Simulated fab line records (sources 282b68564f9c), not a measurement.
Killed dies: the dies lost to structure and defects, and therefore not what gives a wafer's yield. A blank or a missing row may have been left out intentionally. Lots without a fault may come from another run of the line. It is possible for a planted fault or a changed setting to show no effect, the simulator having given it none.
Comparing a struck lot with a sound one -- flow rit cmos -- 19 out of 202 route steps
Sound: the wafers L984.1, L984.2, L984.6. Wafers L992.1, L992.3, L992.4 were the ones struck. The cause is named last.
Each step with rows lists, per side, the tool, then ch with its chambers, then its first start. Under that, the readings that differ: sound wafers -- struck wafers -- difference of the means -- sigmas: that difference in standard deviations of wafers without a fault.
alike: readings whose means differ by less than 2 such deviations, and words and numbers that are the same on both sides. not compared: withheld readings, readings that some wafer has no value for, bounds like >300 that may hide the same value, and numbers for which the record gives no deviation and whose values overlap.
The two part at a step that has a row with sigmas, a row that says differs or no value, or rows on one side only. Numbers that have no deviation but don't overlap get no sigmas and don't part them. A reading that every wafer of one side lacks parts them only if that side has two wafers or more.

first, 1 step without rows for these wafers: RIT_CONTACT_HARDBAKE_10 (time 60 s).
RIT_CONTACT_ETCH_11: etches SiO2 in CHF3/CF4/Ar, stops on TiSi2, target depth 480 nm, time 320 s.
  sound on rie diel-04 ch 0,1,3, day 4 05:24; struck on rie diel-01 ch 0,1,2, day 5 22:39
  alike: drypump motor current A, oes product au, throttle valve pct
  not compared: rf hours counter h
RIT_CONTACT_STRIP_12: strips in O2, time 180 s.
  sound on plasma asher-03 ch 0,1, day 4 05:36; struck on plasma asher-03 ch 0,1, day 5 22:51
  alike: drypump motor current A, rf refl power W
  not compared: rf hours counter h
RIT_CONTACT_CD_MEAS_90: target cd 1000 nm.
  sound: cd sem-01 at day 4 05:46; struck: cd sem-02 at day 5 23:01
  alike: cd nm
then, 2 steps without rows for these wafers: RIT_CONTACT_CLEAN_13 (cleans in SC1, time 617.9 s); RIT_CONTACT_CLEAN_14 (cleans in SC2, time 600 s).
RIT_M1_SPUTTER_00: material Al, target thk 400 nm, time 500 s.
  sound: pvd sputter-02 at day 4 06:14; struck: pvd sputter-03 at day 5 23:41
  alike: cathode dc power W, throttle valve pct
RIT_M1_RS_MEAS_01: a four-point-probe measurement.
  sound: film metro-01 at day 4 06:32; struck: film metro-01 at day 5 23:59
  alike: M1_AL_RS
RIT_M1_THK_MEAS_02: measures by xrf.
  sound: film metro-01 at day 4 06:40; struck: film metro-01 at day 6 00:06
  alike: M1_AL_THK
then, 3 steps without rows for these wafers: RIT_M1_HMDS_03 (prime time 60 s); RIT_M1_COAT_04 (resist thk 1300 nm); RIT_M1_SOFTBAKE_05 (time 60 s).
RIT_M1_EXPOSE_06: exposes mask M12, target cd 2600 nm.
  sound on iline stepper-02 ch 0, day 4 07:10; struck on iline stepper-01 ch 0, day 6 00:37
reading,sound,struck,difference,sigmas
model.M1.overlay x nm (nm),0.01939 0.01939 0.01939,359.8 359.8 359.8,+359.8,
  alike: mask
then, 2 steps without rows for these wafers: RIT_M1_PEB_07; RIT_M1_DEVELOP_08 (develop time 68 s).
RIT_M1_CD_MEAS_09: target cd 2600 nm.
  sound: cd sem-01 at day 4 07:36; struck: cd sem-02 at day 6 01:02
  alike: cd nm
RIT_M1_OVL_MEAS_10:
  sound: overlay-02 at day 4 07:43; struck: overlay-02 at day 6 01:10
reading,sound,struck,difference,sigmas
M1_OVL (nm),0.3 -0.6 -1.6,356.2 358.3 358.8,+358.4,+99 or more
then, 1 step without rows for these wafers: RIT_M1_HARDBAKE_11 (time 120 s).
RIT_M1_PROBE_99:
  sound: prober-02 at day 4 10:16; struck: prober-02 at day 6 03:42
reading,sound,struck,difference,sigmas
model.etest.tester.sort n pass,257 262 258,31 44 84,-206,
model.etest.tester.sort yield pct (%),97.35 99.24 97.73,11.74 16.67 31.82,-78.03,
model.etest.nmos_0p15.junction log10 a um,-13.54 -13.27 -13.55,-9.877 -9.925 -9.982,+3.525,
model.etest.nmos narrow.off log10 a um,-13.18 -13.05 -13.21,-9.877 -9.925 -9.982,+3.219,
model.etest.nmos_0p3.off log10 a um,-12.97 -12.98 -13.03,-9.877 -9.925 -9.982,+3.065,
model.etest.gate end array.leak log10 a um,-12.72 -12.87 -12.85,-9.745 -9.783 -9.728,+3.061,
model.etest.pmos_0p15.junction log10 a um,-13.99 -13.8 -13.9,-10.88 -10.93 -10.98,+2.97,
model.etest.contact diode array.leak log10 a (angstrom),-9.37 -9.213 -9.296,-6.638 -6.537 -6.72,+2.661,
  alike: defect limited yield, killed_at_M0_to_M3, killed at contacts, killed at front end, killed dies, killed open, killed short

== WHERE THEY PART ==
RIT_M1_OVL_MEAS_10 only, going by this record. Later steps at which nothing parts them and some readings are alike: RIT_M1_PROBE_99.

WHY: what had been put in by the simulator
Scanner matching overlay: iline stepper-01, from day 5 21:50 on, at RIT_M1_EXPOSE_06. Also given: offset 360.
